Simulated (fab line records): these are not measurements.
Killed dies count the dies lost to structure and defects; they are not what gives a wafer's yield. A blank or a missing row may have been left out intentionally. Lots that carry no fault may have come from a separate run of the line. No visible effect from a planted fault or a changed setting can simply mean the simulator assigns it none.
Comparing a struck lot with a sound one / flow rit_cmos / 20 out of 202 route steps
Sound: wafers L360.1, L360.3, L360.5. Struck: wafers L364.1, L364.4, L364.5. The cause is given at the end.
Each step with rows lists, per side, the tool, then ch with its chambers, then its first start. Under that, the readings that differ: sound wafers / struck wafers / difference of the means / sigmas: that difference in standard deviations of wafers without a fault.
alike: readings whose means differ by less than 2 such deviations, and words and numbers that are the same on both sides. not compared: withheld readings, readings that some wafer has no value for, bounds like >300 that may hide the same value, and numbers for which the record gives no deviation and whose values overlap.
Wherever a step has rows on one side only, a row that says differs or no value, or a row with sigmas, the two part there. Non-overlapping numbers with no deviation appear without sigmas and do not part them. A reading that every wafer of one side lacks parts them only if that side has two wafers or more.

first, 4 steps without rows for these wafers: RIT_ACTIVE_SOFTBAKE_07 (time 60 s); RIT_ACTIVE_EXPOSE_08 (exposes mask M1, target cd 1400 nm); RIT_ACTIVE_PEB_09; RIT_ACTIVE_DEVELOP_10 (develop time 52.49 s).
RIT_ACTIVE_CD_MEAS_11: the cd target is 1400 nm.
  sound: cd_sem-02 at day 2 11:07; struck: cd_sem-01 at day 3 06:47
  alike: cd_nm
then, 1 step without rows for these wafers: RIT_ACTIVE_HARDBAKE_12 (time 60 s).
RIT_ACTIVE_ETCH_13: etches Si3N4 in SF6, stops on SiO2, time 210 s, target depth 210 nm.
  sound on rie_diel-04 ch 1,2,3, day 2 11:23; struck on rie_diel-02 ch 0,1,2, day 3 07:03
  alike: drypump_motor_current_A, oes_product_au, throttle_valve_pct
  not compared: rf_hours_counter_h
RIT_ACTIVE_STRIP_14: strips in O2, time 180 s.
  sound on plasma_asher-02 ch 0,1, day 2 11:31; struck on plasma_asher-02 ch 0,1, day 3 07:11
  alike: drypump_motor_current_A, o2_flow_sccm
  not compared: rf_hours_counter_h
RIT_ACTIVE_CD_MEAS_90: the cd target is 1400 nm.
  sound: cd_sem-02 at day 2 11:41; struck: cd_sem-01 at day 3 07:22
  alike: cd_nm
then, 3 steps without rows for these wafers: RIT_ACTIVE_CLEAN_15 (cleans in SC1, time 600 s); RIT_ACTIVE_CLEAN_16 (cleans in dHF, time 30 s); RIT_ACTIVE_CLEAN_17 (cleans in SC2, time 600 s).
RIT_FOX1_OXIDATION_00: target thk 350.7 nm, ox time 1130 s.
  sound on furnace-03 ch 0, day 2 12:55; struck on furnace-03 ch 0, day 3 07:51
reading=model.SiO2_of_FOX1_OXIDATION_00.thk_nm (nm); sound=363.8 354.9 356.3; struck=226.1 226.1 226.4; difference=-132.1; sigmas=
  alike: tube_center_temp_C_max, zone_power_centre_pct, zone_power_source_pct
  not compared: model.Si3N4_of_ACTIVE_CVD_03.thk_nm
RIT_FOX1_THK_MEAS_01:
  sound: film_metro-03 at day 2 14:13; struck: film_metro-01 at day 3 09:10
reading=FOX1_OXIDE_THK (nm); sound=364 355 356; struck=226 226 226; difference=-132; sigmas=-16
then, 2 steps without rows for these wafers: RIT_FOX1_WET_ETCH_02 (etches SiO2 in BOE, target depth 350 nm, time 390 s); RIT_FOX2_OXIDATION_00 (target thk 350.7 nm, ox time 1130 s).
RIT_FOX2_THK_MEAS_01:
  sound: film_metro-01 at day 2 15:43; struck: film_metro-01 at day 3 11:07
  alike: FOX2_OXIDE_THK
RIT_FOX2_CLEAN_02: cleans in dHF, time 180 s.
  sound on wet_bench-02 ch 2, day 2 15:46; struck on wet_bench-02 ch 0, day 3 11:10
reading=model.Si3N4_of_ACTIVE_CVD_03.thk_nm (nm); sound=130.3 130.8 130.7; struck=129.9 130.2 129.9; difference=-0.6; sigmas=
then, 1 step without rows for these wafers: RIT_FOX2_WET_ETCH_03 (etches Si3N4 in H3PO4, target depth 195 nm, time 2700 s).
RIT_M1_PROBE_99:
  sound: prober-02 at day 4 06:46; struck: prober-02 at day 5 03:27
reading=model.etest.nplus_sal.width_nm (nm); sound=3415 3435 3422; struck=3577 3589 3595; difference=+163; sigmas=
reading=model.etest.pplus_sal.width_nm (nm); sound=3421 3427 3435; struck=3590 3587 3590; difference=+161; sigmas=
reading=model.etest.pldd.width_nm (nm); sound=3134 3144 3148; struck=3280 3267 3274; difference=+132; sigmas=
reading=model.etest.nldd.width_nm (nm); sound=3134 3152 3145; struck=3272 3279 3247; difference=+122; sigmas=
reading=model.etest.nmos_narrow.drive_ua_um; sound=238.3 236.4 239.6; struck=269.4 269.5 270.1; difference=+31.6; sigmas=
reading=model.etest.pmos_narrow.drive_ua_um; sound=110.5 112.5 112.3; struck=120.5 122.2 123.2; difference=+10.2; sigmas=
reading=model.etest.field_p_metal.vt_v (V); sound=-28.61 -28.62 -29.33; struck=-30.76 -31.5 -30.96; difference=-2.22; sigmas=
reading=model.etest.field_p.vt_v (V); sound=-12.8 -12.85 -12.85; struck=-13.58 -13.6 -13.64; difference=-0.77; sigmas=
  alike: killed_at_contacts, killed_at_front_end, killed_dies, killed_open, killed_short

== WHERE THEY PART ==
At RIT_FOX1_THK_MEAS_01 and nowhere else, as far as this record goes. Later steps at which nothing parts them and some readings are alike: RIT_FOX2_THK_MEAS_01, RIT_M1_PROBE_99.

WHY: what the simulator had put in
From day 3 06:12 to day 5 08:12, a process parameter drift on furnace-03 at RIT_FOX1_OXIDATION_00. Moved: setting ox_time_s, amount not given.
